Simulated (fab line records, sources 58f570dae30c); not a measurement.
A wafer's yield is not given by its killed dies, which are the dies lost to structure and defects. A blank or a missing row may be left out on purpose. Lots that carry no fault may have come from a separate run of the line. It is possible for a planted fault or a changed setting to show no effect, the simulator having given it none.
Which tool is to blame? :: flow berkeley_cmos170 :: 18 wafers from 6 lots sampled at 3 of the route's 331 steps

## WHAT EACH GAUGE READ, for each wafer
UCB170_V1_BOW_MEAS_03.
lot: L483
measured: day 8 14:39
on: film_metro-04
V1_BOW (um): 19 38 15

lot: L489
measured: day 9 13:22
on: film_metro-04
V1_BOW (um): 11 12 16

lot: L491
measured: day 10 11:20
on: film_metro-01
V1_BOW (um): 14 26 17

lot: L495
measured: day 10 15:11
on: film_metro-02
V1_BOW (um): 20 17 15

lot: L494
measured: day 10 15:10
on: film_metro-01
V1_BOW (um): 23 19 4

lot: L506
measured: day 14 00:38
on: film_metro-01
V1_BOW (um): 11 18 28

## WHICH TOOL RAN EACH LOT (tool, then ch and the chambers of the sampled wafers, then the start)
lot: L483
UCB170_SDANNEAL_RTA_00: rtp_anneal-01 ch 0, day 8 00:38
UCB170_M1_ETCH_11: rie_diel-01 ch 1,3, day 8 07:29

lot: L489
UCB170_SDANNEAL_RTA_00: rtp_anneal-02 ch 0, day 9 01:28
UCB170_M1_ETCH_11: rie_diel-04 ch 0,1,3, day 9 10:44

lot: L491
UCB170_SDANNEAL_RTA_00: rtp_anneal-02 ch 0, day 9 20:02
UCB170_M1_ETCH_11: rie_diel-01 ch 0,2, day 10 08:31

lot: L495
UCB170_SDANNEAL_RTA_00: rtp_anneal-02 ch 0, day 9 20:14
UCB170_M1_ETCH_11: rie_diel-02 ch 1,3, day 10 12:05

lot: L494
UCB170_SDANNEAL_RTA_00: rtp_anneal-02 ch 0, day 9 20:44
UCB170_M1_ETCH_11: rie_diel-04 ch 2,3, day 10 11:48

lot: L506
UCB170_SDANNEAL_RTA_00: rtp_anneal-02 ch 0, day 13 13:47
UCB170_M1_ETCH_11: rie_diel-02 ch 1,2, day 13 22:22
- UCB170_SDANNEAL_RTA_00: time 10 s.
- UCB170_M1_ETCH_11: etches BARC in N2/H2.

## THE ANSWER, worked out from the rows above alone
Rule: the usual values come from the lots themselves. The widest of any qualifying gaps counts: lots, ordered by their means at a reading, are off when they make up no more than a third of the lots, leave a main group of 4 or more, and stand apart from it by 3 or more times the standard deviation of that group's means. Not used: any main group whose means are identical at the precision the tables above print for the reading. A lot without any number at a reading at which 4 lots or more have one is off too. The other lots that the step has rows for count as sound.
No lot is off at any reading shown: from this, nothing can be told.

## WHAT THE SIMULATOR PUT IN
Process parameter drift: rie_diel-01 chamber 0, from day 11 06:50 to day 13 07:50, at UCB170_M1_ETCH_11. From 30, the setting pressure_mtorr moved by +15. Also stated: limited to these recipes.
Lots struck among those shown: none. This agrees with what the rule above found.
